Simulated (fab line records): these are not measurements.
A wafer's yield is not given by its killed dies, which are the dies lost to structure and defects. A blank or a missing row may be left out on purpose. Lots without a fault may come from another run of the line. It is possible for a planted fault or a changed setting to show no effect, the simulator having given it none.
Struck lot and sound lot, side by side -- flow berkeley_cmos170 -- 24 out of 331 route steps
Sound: wafers L280.2, L280.4, L280.6. Wafers L290.3, L290.5, L290.6 were the ones struck. The cause comes at the end.
For every step that has rows: the tool of each side, followed by ch and its chambers, followed by its first start. Under that, the readings that differ: sound wafers -- struck wafers -- difference of the means -- sigmas: that difference in standard deviations of wafers without a fault.
alike: a reading whose means differ by less than 2 such deviations, as well as words and numbers matching on both sides. not compared: withheld readings; readings where some wafer has no value; bounds like >300 that might hide an equal value; numbers whose values overlap and for which the record gives no deviation.
The two part at a step that has a row with sigmas, a row that says differs or no value, or rows on one side only. Non-overlapping numbers with no deviation appear without sigmas and do not part them. A reading missing from all wafers of one side parts the sides only when that side holds two or more wafers.

first, 4 steps without rows for these wafers: UCB170_PWELL_WET_ETCH_19 (etches Si3N4 in H3PO4, time 14400 s); UCB170_PWELL_WET_ETCH_20 (etches SiO2 in BOE, time 22 s); UCB170_WELLDRIVE_CLEAN_00 (cleans in SPM, time 600 s); UCB170_WELLDRIVE_OXIDATION_01 (target thk 199 nm, ox time 9000 s).
UCB170_WELLDRIVE_THK_MEAS_02:
  sound: film_metro-04 at day 5 01:27; struck: film_metro-02 at day 6 18:11
  alike: WELLDRIVE_OXIDE_THK
then, 5 steps without rows for these wafers: UCB170_WELLDRIVE_ANNEAL_03 (time 900 s); UCB170_WELLDRIVE_WET_ETCH_04 (etches SiO2 in BOE, time 120 s); UCB170_ACTIVE_CLEAN_00 (cleans in SPM, time 600 s); UCB170_ACTIVE_CLEAN_01 (cleans in dHF, time 60 s); UCB170_ACTIVE_OXIDATION_02 (target thk 26.4 nm, ox time 1260 s).
UCB170_ACTIVE_THK_MEAS_03:
  sound: film_metro-03 at day 5 10:03; struck: film_metro-02 at day 7 02:23
  alike: ACTIVE_OXIDE_THK
then, 1 step without rows for these wafers: UCB170_ACTIVE_ANNEAL_04 (time 900 s).
UCB170_ACTIVE_CVD_05: deposits Si3N4 from SiH2Cl2/NH3, target thk 220 nm, time 3300 s.
  sound on lpcvd-02 ch 1, day 5 14:28; struck on lpcvd-01 ch 0, day 7 07:30
reading,sound,struck,difference,sigmas
model.Si3N4_of_ACTIVE_CVD_05.thk_nm (nm),217.8 216.5 219.2,349.5 347.3 348.8,+130.7,
UCB170_ACTIVE_THK_MEAS_06:
  sound: film_metro-03 at day 5 16:23; struck: film_metro-04 at day 7 09:26
reading,sound,struck,difference,sigmas
ACTIVE_NITRIDE_THK (nm),217.9 216.7 219.1,349.6 347.3 348.9,+130.7,+77
then, 6 steps without rows for these wafers: UCB170_ACTIVE_HMDS_07 (prime time 60 s); UCB170_ACTIVE_COAT_08 (resist thk 900 nm); UCB170_ACTIVE_SOFTBAKE_09 (time 60 s); UCB170_ACTIVE_EXPOSE_10 (exposes mask ACTIVE, target cd 1200 nm); UCB170_ACTIVE_PEB_11; UCB170_ACTIVE_DEVELOP_12 (develop time 45 s).
UCB170_ACTIVE_CD_MEAS_13: the cd target is 1200 nm.
  sound: cd_sem-01 at day 5 17:35; struck: cd_sem-02 at day 7 10:44
  alike: cd_nm
UCB170_ACTIVE_OVL_MEAS_14:
  sound: overlay-02 at day 5 17:41; struck: overlay-01 at day 7 10:49
  alike: ACTIVE_OVL
UCB170_ACTIVE_ETCH_15: etches Si3N4 in CH3F/Ar/O2, stops on SiO2, target depth 242 nm, time 151 s.
  sound on rie_diel-02 ch 0,1,2, day 5 17:43; struck on rie_diel-02 ch 0,3, day 7 10:50
reading,sound,struck,difference,sigmas
oes_product_au (a.u.),0.938 0.928 0.955,1.002 1.002 1.000,+0.061,+5
model.etch.depth_nm (nm),217.8 216.5 219.2,243.9 241.9 244.5,+25.6,
  alike: chamber_pressure_mTorr, drypump_motor_current_A, throttle_valve_pct
  not compared: rf_hours_counter_h
UCB170_ACTIVE_STRIP_16: strips in O2.
  sound on plasma_asher-01 ch 0,1, day 5 17:49; struck on plasma_asher-04 ch 0,1, day 7 10:59
  alike: chamber_pressure_mTorr, drypump_motor_current_A, oes_product_au, strip_time_to_endpoint_s
  not compared: rf_hours_counter_h

WHERE THEY PART
At UCB170_ACTIVE_THK_MEAS_06 first; at UCB170_ACTIVE_ETCH_15 last (within this record only). Later steps at which nothing parts them and some readings are alike: UCB170_ACTIVE_STRIP_16.

WHY: what had been put in by the simulator
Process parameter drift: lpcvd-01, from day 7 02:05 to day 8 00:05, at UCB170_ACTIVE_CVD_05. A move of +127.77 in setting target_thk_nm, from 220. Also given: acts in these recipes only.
